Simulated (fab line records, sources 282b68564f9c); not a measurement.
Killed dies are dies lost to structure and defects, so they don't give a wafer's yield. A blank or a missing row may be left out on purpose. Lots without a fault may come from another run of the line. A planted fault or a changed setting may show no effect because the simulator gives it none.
A struck lot beside a sound one | flow rit_cmos | 39 steps out of a route of 202
Sound: wafers L928.2, L928.4, L928.5. Struck: wafers L933.3, L933.4, L933.5. The cause comes at the end.
At each step with rows: each side's tool, then ch and its chambers, then its first start. Under that, the readings that differ: sound wafers | struck wafers | difference of the means | sigmas: that difference in standard deviations of wafers without a fault.
alike: readings whose means differ by less than 2 such deviations, and words and numbers that are the same on both sides. not compared: withheld readings, readings that some wafer has no value for, bounds like >300 that may hide the same value, and numbers for which the record gives no deviation and whose values overlap.
The two part at a step that has a row with sigmas, a row that says differs or no value, or rows on one side only. Numbers that don't overlap but have no deviation are shown without sigmas and don't part them. A reading that every wafer of one side lacks parts them only if that side has two wafers or more.

first, 3 steps without rows for these wafers: RIT_GATE_EXPOSE_13 (exposes mask M6, target cd 150 nm); RIT_GATE_PEB_14; RIT_GATE_DEVELOP_15 (develop time 50 s).
RIT_GATE_CD_MEAS_16: target cd 150 nm.
  sound on cd_sem-02, day 5 06:02; struck on cd_sem-02, day 6 06:06
  alike: cd_nm
RIT_GATE_OVL_MEAS_17:
  sound on overlay-02, day 5 06:08; struck on overlay-02, day 6 06:11
  alike: GATE_OVL
then, 1 step without rows for these wafers: RIT_GATE_HARDBAKE_18 (time 60 s).
RIT_GATE_ETCH_19: etches poly-Si in SF6/CHF3/O2, stops on SiO2, time 165 s, target depth 312.5 nm.
  sound on rie_si-02 ch 0,2, day 5 06:19; struck on rie_si-01 ch 2,3, day 6 06:22
  reading                     | sound       | struck      | difference | sigmas
  drypump_motor_current_A (A) | 5.6 6.7 6.7 | 4.9 5.9 4.9 | -1.1       | -2
  alike: oes_product_au, throttle_valve_pct
  not compared: rf_hours_counter_h
RIT_GATE_STRIP_20: strips in O2, time 180 s.
  sound on plasma_asher-04 ch 0,1, day 5 06:25; struck on plasma_asher-02 ch 0,1, day 6 06:32
  alike: drypump_motor_current_A, o2_flow_sccm
  not compared: rf_hours_counter_h
RIT_GATE_CD_MEAS_90: target cd 150 nm.
  sound on cd_sem-02, day 5 06:37; struck on cd_sem-01, day 6 06:41
  alike: cd_nm
then, 3 steps without rows for these wafers: RIT_REOX_CLEAN_00 (cleans in SC1, time 600 s); RIT_REOX_CLEAN_01 (cleans in dHF, time 30 s); RIT_REOX_CLEAN_02 (cleans in SC2, time 600 s).
RIT_REOX_OXIDATION_03: target thk 25.2 nm, ox time 5580 s.
  sound on furnace-01 ch 0, day 5 07:22; struck on furnace-01 ch 0, day 6 07:08
  reading                                     | sound                | struck               | difference | sigmas
  spike_tc_centre_C (C)                       | 901.7 899.8 901.9    | 918.0 916.6 915.4    | +15.5      | +10
  spike_tc_load_C (C)                         | 934 935 934          | 947 951 947          | +14        | +3
  spike_tc_source_C (C)                       | 922.3 921.5 922.2    | 938.6 937.3 935.9    | +15.3      | +8
  tube_center_temp_C (C)                      | 900.07 900.12 899.91 | 914.85 915.13 915.09 | +14.99     | +99 or more
  tube_center_temp_C_max                      | 901.9 902.4 902.5    | 916.9 917.4 917.5    | +15.0      | +45
  model.SiO2_of_REOX_OXIDATION_03.thk_nm (nm) | 25.42 25.05 25.11    | 28.96 29.41 29.48    | +4.09      |
RIT_REOX_THK_MEAS_04:
  sound on film_metro-01, day 5 09:56; struck on film_metro-01, day 6 09:43
  reading             | sound          | struck         | difference | sigmas
  REOX_OXIDE_THK (nm) | 25.4 25.0 25.1 | 29.0 29.4 29.5 | +4.1       | +12
then, 6 steps without rows for these wafers: RIT_NLDD_HMDS_00 (prime time 60 s); RIT_NLDD_COAT_01 (resist thk 1000 nm); RIT_NLDD_SOFTBAKE_02 (time 60 s); RIT_NLDD_EXPOSE_03 (exposes mask M7, target cd 40700 nm); RIT_NLDD_PEB_04; RIT_NLDD_DEVELOP_05 (develop time 50 s).
RIT_NLDD_OVL_MEAS_06:
  sound on overlay-02, day 5 10:50; struck on overlay-02, day 6 10:37
  alike: NLDD_OVL
then, 2 steps without rows for these wafers: RIT_NLDD_HARDBAKE_07 (time 60 s); RIT_NLDD_IMPLANT_08.
RIT_NLDD_STRIP_09: strips in O2, time 180 s.
  sound on plasma_asher-01 ch 0,1, day 5 11:10; struck on plasma_asher-01 ch 0,1, day 6 10:59
  alike: drypump_motor_current_A, o2_flow_sccm
  not compared: rf_hours_counter_h
RIT_NLDD_TW_MEAS_10:
  sound on film_metro-02, day 5 11:21; struck on film_metro-03, day 6 11:08
  alike: NLDD_TW
then, 6 steps without rows for these wafers: RIT_PLDD_HMDS_00 (prime time 60 s); RIT_PLDD_COAT_01 (resist thk 1000 nm); RIT_PLDD_SOFTBAKE_02 (time 60 s); RIT_PLDD_EXPOSE_03 (exposes mask M8, target cd 40900 nm); RIT_PLDD_PEB_04; RIT_PLDD_DEVELOP_05 (develop time 50 s).
RIT_PLDD_OVL_MEAS_06:
  sound on overlay-02, day 5 12:20; struck on overlay-01, day 6 12:10
  alike: PLDD_OVL
then, 2 steps without rows for these wafers: RIT_PLDD_HARDBAKE_07 (time 60 s); RIT_PLDD_IMPLANT_08.
RIT_PLDD_STRIP_09: strips in O2, time 180 s.
  sound on plasma_asher-04 ch 0,1, day 5 12:40; struck on plasma_asher-03 ch 0,1, day 6 12:35
  alike: drypump_motor_current_A, o2_flow_sccm
  not compared: rf_hours_counter_h
RIT_PLDD_TW_MEAS_10:
  sound on film_metro-02, day 5 12:51; struck on film_metro-03, day 6 12:43
  alike: PLDD_TW
RIT_SPACER_CLEAN_00: cleans in SC1, time 600 s.
  sound on wet_bench-01 ch 3, day 5 12:54; struck on wet_bench-01 ch 3, day 6 12:46
  reading                                     | sound            | struck           | difference | sigmas
  model.SiO2_of_REOX_OXIDATION_03.thk_nm (nm) | 23.49 23.13 23.2 | 26.7 27.12 27.19 | +3.7       |
  alike: bath_guard_temp_C, bath_heat_duty_pct
then, 1 step without rows for these wafers: RIT_SPACER_CLEAN_01 (cleans in dHF, time 30 s).
RIT_M1_PROBE_99:
  sound on prober-02, day 6 02:24; struck on prober-01, day 7 02:44
  reading                             | sound             | struck            | difference | sigmas
  model.etest.pmos_turned.r_on_ohm_um | 3469 3407 3478    | 4040 4198 4288    | +724       |
  model.etest.pmos_0p3.r_on_ohm_um    | 6345 6286 6366    | 6410 6563 6578    | +185       |
  model.etest.pmos_0p15.r_on_ohm_um   | 2762 2725 2776    | 3025 3051 3120    | +311       |
  model.etest.pldd.rs_ohm_sq          | 536.9 515.2 521.3 | 673.4 705.6 712.9 | +172.8     |
  model.etest.nmos_0p3.r_on_ohm_um    | 2177 2173 2188    | 2202 2244 2240    | +49        |
  model.etest.nmos_0p15.r_on_ohm_um   | 1123 1091 1132    | 1216 1236 1212    | +106       |
  model.etest.nmos_turned.drive_ua_um | 326.2 330.6 324   | 250.6 238.7 235.4 | -85.4      |
  model.etest.pldd.line_ohm_um        | 166.1 158.7 163.6 | 210.4 221.7 223.1 | +55.6      |
  alike: killed_at_M0_to_M3, killed_at_front_end, killed_dies, killed_open, killed_short

WHERE THEY PART
First at RIT_GATE_ETCH_19; last, within this record, at RIT_REOX_THK_MEAS_04. Later steps at which nothing parts them and some readings are alike: RIT_NLDD_OVL_MEAS_06, RIT_NLDD_STRIP_09, RIT_NLDD_TW_MEAS_10, RIT_PLDD_OVL_MEAS_06, RIT_PLDD_STRIP_09, RIT_PLDD_TW_MEAS_10, RIT_SPACER_CLEAN_00, RIT_M1_PROBE_99.

WHY: what the simulator had put in
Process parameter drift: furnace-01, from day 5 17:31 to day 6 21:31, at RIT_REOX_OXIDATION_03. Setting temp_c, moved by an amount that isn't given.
